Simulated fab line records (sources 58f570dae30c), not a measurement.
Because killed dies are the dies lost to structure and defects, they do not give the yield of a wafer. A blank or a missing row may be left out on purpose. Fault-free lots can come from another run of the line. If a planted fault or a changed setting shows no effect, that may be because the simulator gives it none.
Lot-split experiment ; flow berkeley-cmos170 ; 23 wafers read across 5 lots, on a route 331 steps long

== SPLIT DETAILS ==
At UCB170_M1_SPUTTER_00 (material Al, target thk 600 nm, time 80 s), the setting chamber-pressure-pa was moved away from the recipe's 0.5 Pa on 20 of the 23 wafers read, by -8.5% to +11.7%. All remaining wafers had this setting at the recipe value.

The reading comes from the split's own step.

== THE READING ==
Al_of_M1_SPUTTER_00.thk-nm (the simulator's own value, which no gauge read), in nm, at UCB170_M1_SPUTTER_00 (material Al, target thk 600 nm, time 80 s). The file gives no usual value for it. Here, 3 wafers ran the recipe; their average is 597.5 nm with a standard deviation of 0.9 nm.

wafer;tool, chamber at the split;chamber-pressure-pa as run, Pa;against the recipe;Al_of_M1_SPUTTER_00.thk-nm, nm;against lot-mates on the recipe
L075.1;pvd-sputter-03, -;0.5584;+11.7%;580.3;no lot-mate on the recipe
L075.2;pvd-sputter-03, -;0.5584;+11.7%;580.2;no lot-mate on the recipe
L075.4;pvd-sputter-03, -;0.5584;+11.7%;590.7;no lot-mate on the recipe
L075.5;pvd-sputter-03, -;0.5584;+11.7%;576.7;no lot-mate on the recipe
L075.6;pvd-sputter-03, -;0.5584;+11.7%;578.7;no lot-mate on the recipe
L077.1;pvd-sputter-02, -;0.4575;-8.5%;625;no lot-mate on the recipe
L077.2;pvd-sputter-02, -;0.4575;-8.5%;630.3;no lot-mate on the recipe
L077.3;pvd-sputter-02, -;0.4575;-8.5%;624.7;no lot-mate on the recipe
L077.4;pvd-sputter-02, -;0.4575;-8.5%;611.7;no lot-mate on the recipe
L077.5;pvd-sputter-02, -;0.4575;-8.5%;625.5;no lot-mate on the recipe
L076.2;pvd-sputter-03, -;0.5381;+7.6%;586.9;no lot-mate on the recipe
L076.3;pvd-sputter-03, -;0.5381;+7.6%;578.8;no lot-mate on the recipe
L076.4;pvd-sputter-03, -;0.5381;+7.6%;578.8;no lot-mate on the recipe
L076.5;pvd-sputter-03, -;0.5381;+7.6%;588.8;no lot-mate on the recipe
L076.6;pvd-sputter-03, -;0.5381;+7.6%;585.5;no lot-mate on the recipe
L083.2;pvd-sputter-03, -;0.5384;+7.7%;594.5;no lot-mate on the recipe
L083.3;pvd-sputter-03, -;0.5384;+7.7%;587.4;no lot-mate on the recipe
L083.4;pvd-sputter-03, -;0.5384;+7.7%;586;no lot-mate on the recipe
L083.5;pvd-sputter-03, -;0.5384;+7.7%;588.1;no lot-mate on the recipe
L083.6;pvd-sputter-03, -;0.5384;+7.7%;587.9;no lot-mate on the recipe
L085.3;pvd-sputter-04, -;0.5;recipe;596.2;-
L085.4;pvd-sputter-04, -;0.5;recipe;598.1;-
L085.5;pvd-sputter-04, -;0.5;recipe;598.1;-

THE FIT
A straight line over all 23 wafers: Al_of_M1_SPUTTER_00.thk-nm changes by -2.11 nm for each +1% of chamber-pressure-pa; r = -0.94; the points scatter about the line by 5.7 nm.
Too few moved wafers have a lot-mate on the recipe to fit a line with each lot's own level taken away.

== THE FILE'S OWN FIT ==
Al_of_M1_SPUTTER_00.thk-nm changes by -2.11 nm for each +1% of chamber-pressure-pa, r = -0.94.
